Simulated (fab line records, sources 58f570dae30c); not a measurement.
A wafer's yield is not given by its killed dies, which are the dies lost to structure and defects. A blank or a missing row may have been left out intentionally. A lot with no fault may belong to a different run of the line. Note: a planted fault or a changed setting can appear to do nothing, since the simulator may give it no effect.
Check for tools in common -- flow berkeley_cmos170 -- 14 lots, 42 wafers sampled

WHAT PROMPTED THE OPENING
At UCB170_SPACER_THK_MEAS_01 the reading SPACER_TEOS_THK is flagged on 2 of 14 lots. Wafers without a fault read 376 nm, standard deviation 4.8.
Rule: flag the lot when none of its wafers has a number, or when each of its wafers that has one lies beyond 4 standard deviations from that mean. As for the other lots, they are considered sound.

lot,measured,on,"SPACER_TEOS_THK (nm), wafer by wafer",flag
L499,day 6 04:28,film_metro-04,379 379 386,
L500,day 6 04:28,film_metro-03,367 371 371,
L501,day 6 04:28,film_metro-01,372 367 381,
L503,day 6 21:32,film_metro-04,378 377 382,
L505,day 7 03:55,film_metro-04,374 375 380,
L502,day 7 04:16,film_metro-01,372 373 378,
L509,day 8 05:02,film_metro-04,317 320 328,FLAGGED
L511,day 8 08:17,film_metro-01,326 331 327,FLAGGED
L514,day 9 03:38,film_metro-03,379 372 374,
L518,day 9 21:09,film_metro-04,378 383 383,
L517,day 10 06:41,film_metro-01,381 380 382,
L521,day 10 21:10,film_metro-03,380 383 379,
L520,day 10 21:19,film_metro-04,378 378 381,
L522,day 10 22:01,film_metro-01,375 376 377,
The numbers of the flagged lots are 325 nm on average: -51 nm against the usual, or -11 standard deviations.

TOOL THAT RAN EACH LOT
The record holds 1 process step before the reading, out of a route of 331 steps. Every cell lists first the tool, next ch and the chambers used by the sampled wafers, and last the start.
lot,flag,UCB170_SPACER_CVD_00
L499,,"pecvd-02 ch 0,1,2, day 6 04:25"
L500,,"pecvd-01 ch 0,1,2, day 6 04:25"
L501,,"pecvd-03 ch 1,2, day 6 04:25"
L503,,"pecvd-01 ch 0,1, day 6 21:28"
L505,,"pecvd-03 ch 0,1,2, day 7 03:52"
L502,,"pecvd-03 ch 0,1,2, day 7 04:13"
L509,FLAGGED,"pecvd-03 ch 0,1,2, day 8 04:58"
L511,FLAGGED,"pecvd-03 ch 0,2, day 8 08:15"
L514,,"pecvd-01 ch 0,1,2, day 9 03:35"
L518,,"pecvd-02 ch 0,2, day 9 21:05"
L517,,"pecvd-02 ch 0,1,2, day 10 06:38"
L521,,"pecvd-02 ch 0,1,2, day 10 21:07"
L520,,"pecvd-01 ch 0,1,2, day 10 21:17"
L522,,"pecvd-01 ch 0,1,2, day 10 21:58"
What the steps here do:
- UCB170_SPACER_CVD_00: deposits SiO2 from TEOS/O2, target thk 376 nm, time 47 s.
- UCB170_SPACER_THK_MEAS_01

FLAGGED AGAINST TOTAL, ONE TOOL AT A TIME (gauges that did the reading follow at the end)
step,tool,lots run,flagged,share of the flagged lots,sound lots run after its first flagged lot
UCB170_SPACER_CVD_00,pecvd-01,5,0,none,-
UCB170_SPACER_CVD_00,pecvd-02,4,0,none,-
UCB170_SPACER_CVD_00,pecvd-03,5,2,all,0
UCB170_SPACER_THK_MEAS_01,film_metro-01,5,1,some,"2 (L517,L522)"
UCB170_SPACER_THK_MEAS_01,film_metro-03,3,0,none,-
UCB170_SPACER_THK_MEAS_01,film_metro-04,6,1,some,"2 (L518,L520)"

THE TABLE: WHAT IT ALLOWS
In the table, 1 row covers all flagged lots: pecvd-03 at UCB170_SPACER_CVD_00.
- pecvd-03 at UCB170_SPACER_CVD_00 ran 5 lots, 2 of them flagged. It ran its last sound lot, L502, at day 7 04:13 and its first flagged lot, L509, at day 8 04:58: a fault with its onset between the two fits. Its own readings (rf_fwd_power_W) fall more than 4 standard deviations out on all wafers of the flagged lots.
pecvd-03 at UCB170_SPACER_CVD_00 is the single tool remaining.

WHAT THE SIMULATOR HAD INSERTED
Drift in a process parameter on pecvd-03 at UCB170_SPACER_CVD_00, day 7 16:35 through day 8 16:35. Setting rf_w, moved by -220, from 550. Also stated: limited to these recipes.
Struck lots among those shown: L509, L511. This agrees with what the rule above found.
